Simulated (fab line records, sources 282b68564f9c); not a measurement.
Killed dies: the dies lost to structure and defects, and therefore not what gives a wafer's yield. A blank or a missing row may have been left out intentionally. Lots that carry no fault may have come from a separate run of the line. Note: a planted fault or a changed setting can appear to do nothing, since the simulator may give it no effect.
Shared-tool check / flow rit_cmos / 13 lots, 39 wafers sampled

## WHY THIS WAS OPENED
RIT_PWELL_TW_MEAS_10, reading PWELL_TW: flagged on 1 of 13 lots. Wafers without a fault read 949, standard deviation 6.
Rule: a lot is flagged in two cases, either no wafer of it has a number, or all its wafers with numbers fall more than 4 standard deviations from that mean. The rest of the lots are taken to be sound.

lot=L683; measured=day 2 03:44; on=film_metro-03; PWELL_TW, wafer by wafer=959 956 955; flag=
lot=L685; measured=day 2 14:53; on=film_metro-01; PWELL_TW, wafer by wafer=941 955 945; flag=
lot=L688; measured=day 3 04:44; on=film_metro-03; PWELL_TW, wafer by wafer=30 30 30; flag=FLAGGED
lot=L689; measured=day 3 10:20; on=film_metro-04; PWELL_TW, wafer by wafer=950 958 952; flag=
lot=L692; measured=day 4 00:32; on=film_metro-04; PWELL_TW, wafer by wafer=953 951 949; flag=
lot=L696; measured=day 4 22:07; on=film_metro-03; PWELL_TW, wafer by wafer=954 953 953; flag=
lot=L698; measured=day 5 06:40; on=film_metro-01; PWELL_TW, wafer by wafer=946 955 947; flag=
lot=L699; measured=day 5 12:02; on=film_metro-04; PWELL_TW, wafer by wafer=951 948 956; flag=
lot=L700; measured=day 5 17:20; on=film_metro-03; PWELL_TW, wafer by wafer=951 955 952; flag=
lot=L701; measured=day 5 22:07; on=film_metro-01; PWELL_TW, wafer by wafer=950 953 947; flag=
lot=L703; measured=day 6 07:41; on=film_metro-01; PWELL_TW, wafer by wafer=945 943 947; flag=
lot=L704; measured=day 6 13:11; on=film_metro-01; PWELL_TW, wafer by wafer=946 945 947; flag=
lot=L705; measured=day 6 17:42; on=film_metro-04; PWELL_TW, wafer by wafer=957 959 956; flag=
The numbers of the flagged lots are 30 on average: -919 against the usual, or -99 or more standard deviations.

## EACH LOT AND THE TOOL IT RAN ON
The record holds 1 process step before the reading, out of a route of 202 steps. Each cell gives the tool, then ch followed by the chambers the sampled wafers passed through, then the start.
lot=L683; flag=; RIT_PWELL_EXPOSE_03=iline_stepper-01 ch 0, day 2 02:43
lot=L685; flag=; RIT_PWELL_EXPOSE_03=iline_stepper-01 ch 0, day 2 13:52
lot=L688; flag=FLAGGED; RIT_PWELL_EXPOSE_03=iline_stepper-01 ch 0, day 3 03:40
lot=L689; flag=; RIT_PWELL_EXPOSE_03=iline_stepper-02 ch 0, day 3 09:19
lot=L692; flag=; RIT_PWELL_EXPOSE_03=iline_stepper-01 ch 0, day 3 23:30
lot=L696; flag=; RIT_PWELL_EXPOSE_03=iline_stepper-02 ch 0, day 4 21:04
lot=L698; flag=; RIT_PWELL_EXPOSE_03=iline_stepper-01 ch 0, day 5 05:32
lot=L699; flag=; RIT_PWELL_EXPOSE_03=iline_stepper-02 ch 0, day 5 10:51
lot=L700; flag=; RIT_PWELL_EXPOSE_03=iline_stepper-01 ch 0, day 5 16:18
lot=L701; flag=; RIT_PWELL_EXPOSE_03=iline_stepper-01 ch 0, day 5 21:04
lot=L703; flag=; RIT_PWELL_EXPOSE_03=iline_stepper-01 ch 0, day 6 06:35
lot=L704; flag=; RIT_PWELL_EXPOSE_03=iline_stepper-02 ch 0, day 6 12:08
lot=L705; flag=; RIT_PWELL_EXPOSE_03=iline_stepper-01 ch 0, day 6 16:40
What these steps do:
- RIT_PWELL_EXPOSE_03: exposes mask M3, target cd 43700 nm.
- RIT_PWELL_TW_MEAS_10

## FLAGGED OVER TOTAL, TOOL BY TOOL (the gauges that took the reading come last)
step=RIT_PWELL_EXPOSE_03; tool=iline_stepper-01; lots run=9; flagged=1; share of the flagged lots=all; sound lots run after its first flagged lot=6 (L692,L698,L700,L701,L703,L705)
step=RIT_PWELL_EXPOSE_03; tool=iline_stepper-02; lots run=4; flagged=0; share of the flagged lots=none; sound lots run after its first flagged lot=-
step=RIT_PWELL_TW_MEAS_10; tool=film_metro-01; lots run=5; flagged=0; share of the flagged lots=none; sound lots run after its first flagged lot=-
step=RIT_PWELL_TW_MEAS_10; tool=film_metro-03; lots run=4; flagged=1; share of the flagged lots=all; sound lots run after its first flagged lot=2 (L696,L700)
step=RIT_PWELL_TW_MEAS_10; tool=film_metro-04; lots run=4; flagged=0; share of the flagged lots=none; sound lots run after its first flagged lot=-

## WHAT THE TABLE ALLOWS
2 rows of the table ran every flagged lot: iline_stepper-01 at RIT_PWELL_EXPOSE_03, film_metro-03 at RIT_PWELL_TW_MEAS_10.
- iline_stepper-01 at RIT_PWELL_EXPOSE_03 ran 9 lots, 1 of them flagged. Sound lots ran on it after the first flagged one (L692, L698, L700, L701, L703, L705), which a lasting fault on the whole tool wouldn't allow.
- film_metro-03 at RIT_PWELL_TW_MEAS_10 ran 4 lots, 1 of them flagged. Sound lots ran on it after the first flagged one (L696, L700), which a lasting fault on the whole tool wouldn't allow.
No row of the table ran every flagged lot and no sound lot after the first.

## WHAT THE SIMULATOR HAD PUT IN
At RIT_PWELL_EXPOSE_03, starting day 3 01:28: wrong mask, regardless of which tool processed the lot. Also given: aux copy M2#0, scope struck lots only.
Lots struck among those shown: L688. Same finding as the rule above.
